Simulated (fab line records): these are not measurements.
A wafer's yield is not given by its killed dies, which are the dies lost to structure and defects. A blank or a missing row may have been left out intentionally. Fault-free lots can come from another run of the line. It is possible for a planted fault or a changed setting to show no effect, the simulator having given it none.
Split-lot study    flow ritCmos    23 wafers read from 5 lots, route of 202 steps

== THE SPLIT ITSELF ==
At RIT_M1_DEVELOP_08 (develop time 68 s), the setting developTimeS was moved away from the recipe's 68 s on 7 of the 23 wafers read, by -14.0% to +12.0%. All remaining wafers had this setting at the recipe value.

== FROM THE SPLIT TO THE READING: what the file shows between them, 4 steps ==
- RIT_M1_CD_MEAS_09: target cd 2600 nm
- RIT_M1_METAL_ETCH_12: etches Al in Cl2/BCl3, stops on SiO2, time 165 s, target depth 600 nm (also split here: overEtchFrac)
- RIT_M1_STRIP_13: strips in nmp, time 600 s
- RIT_M1_STRIP_14: strips in O2, time 180 s

== THE READING ==
cdNm (nm) at RIT_M1_CD_MEAS_90, where the cd target is 2600 nm. Typical for fault-free wafers on this fab line: 2601 nm, with standard deviation 3 nm.

wafer   tool, chamber at the split  developTimeS as run, s  against the recipe  cdNm, nm  against lot-mates on the recipe
L077.2  lithoTrack-03, 0            68                      recipe              2602      -
L077.3  lithoTrack-03, 0            68                      recipe              2601      -
L077.5  lithoTrack-03, 0            68                      recipe              2603      -
L080.1  lithoTrack-02, 0            68                      recipe              2604      -
L080.2  lithoTrack-02, 0            64.66                   -4.9%               2604      +2
L080.3  lithoTrack-02, 0            64.66                   -4.9%               2605      +3
L080.4  lithoTrack-02, 0            68                      recipe              2600      -
L080.5  lithoTrack-02, 0            68                      recipe              2602      -
L083.1  lithoTrack-03, 0            58.46                   -14.0%              2612      +16
L083.2  lithoTrack-03, 0            68                      recipe              2596      -
L083.3  lithoTrack-03, 0            58.46                   -14.0%              2611      +15
L083.4  lithoTrack-03, 0            68                      recipe              2595      -
L083.5  lithoTrack-03, 0            68                      recipe              2596      -
L084.1  lithoTrack-04, 0            68                      recipe              2597      -
L084.3  lithoTrack-04, 0            68                      recipe              2599      -
L084.4  lithoTrack-04, 0            68                      recipe              2600      -
L084.5  lithoTrack-04, 0            68                      recipe              2600      -
L084.6  lithoTrack-04, 0            68                      recipe              2601      -
L085.1  lithoTrack-02, 0            76.15                   +12.0%              2591      -9
L085.3  lithoTrack-02, 0            68                      recipe              2599      -
L085.4  lithoTrack-02, 0            76.15                   +12.0%              2591      -9
L085.5  lithoTrack-02, 0            68                      recipe              2601      -
L085.6  lithoTrack-02, 0            76.15                   +12.0%              2588      -12

FIT RESULTS
A straight line over all 23 wafers: cdNm changes by -0.833 nm for each +1% of developTimeS; r = -0.92; the points scatter about the line by 2.3 nm.
The same after taking each lot's own level away (the mean of its wafers on the recipe; 23 wafers): -0.949 nm for each +1%; r = -0.97; scatter 1.6 nm.
That fit puts the effect of the largest move of developTimeS on the reading at 13 nm.
Measured against the standard deviation above, the lots' own levels, which go from 2595.7 to 2602.0 nm, span 2.1 times it.
In other words, the slope is changed by the lot-to-lot level; the two fits disagree.
Check: for one of the wafers moved furthest among these (-14.0%), held out of the fit, the line's prediction against its lot-mates is +12.5 nm. Against them it came out at +16.3 nm.

== FURTHER SPLITS ON THESE WAFERS ==
Note: prior to the reading, these wafers also went through further splits. Each is held against what the fit with the lots' levels taken away leaves over:
other split on the same wafers     wafers away from the commonest value  r with cdNm (lot level and that fit taken away)
RIT_M1_SPUTTER_00 timeS            8                                     +0.42
RIT_M1_METAL_ETCH_12 overEtchFrac  8                                     -0.15

== THE WHOLE CHAIN: every reading that the file lists as answering this split, in the file's order ==
step                  what it does                                                           reading                                                   change (the file's fit)                r (the file's)
RIT_M1_CD_MEAS_09     target cd 2600 nm                                                      cdNm                                                      -0.92 nm for each +1% of the setting   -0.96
RIT_M1_METAL_ETCH_12  etches Al in Cl2/BCl3, stops on SiO2, time 165 s, target depth 600 nm  M1.cdNm (the simulator's own value, which no gauge read)  -0.974 nm for each +1% of the setting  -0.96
RIT_M1_CD_MEAS_90     target cd 2600 nm                                                      cdNm                                                      -0.985 nm for each +1% of the setting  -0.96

== FILE'S OWN FIT ==
cdNm changes by -0.985 nm for each +1% of developTimeS, r = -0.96.
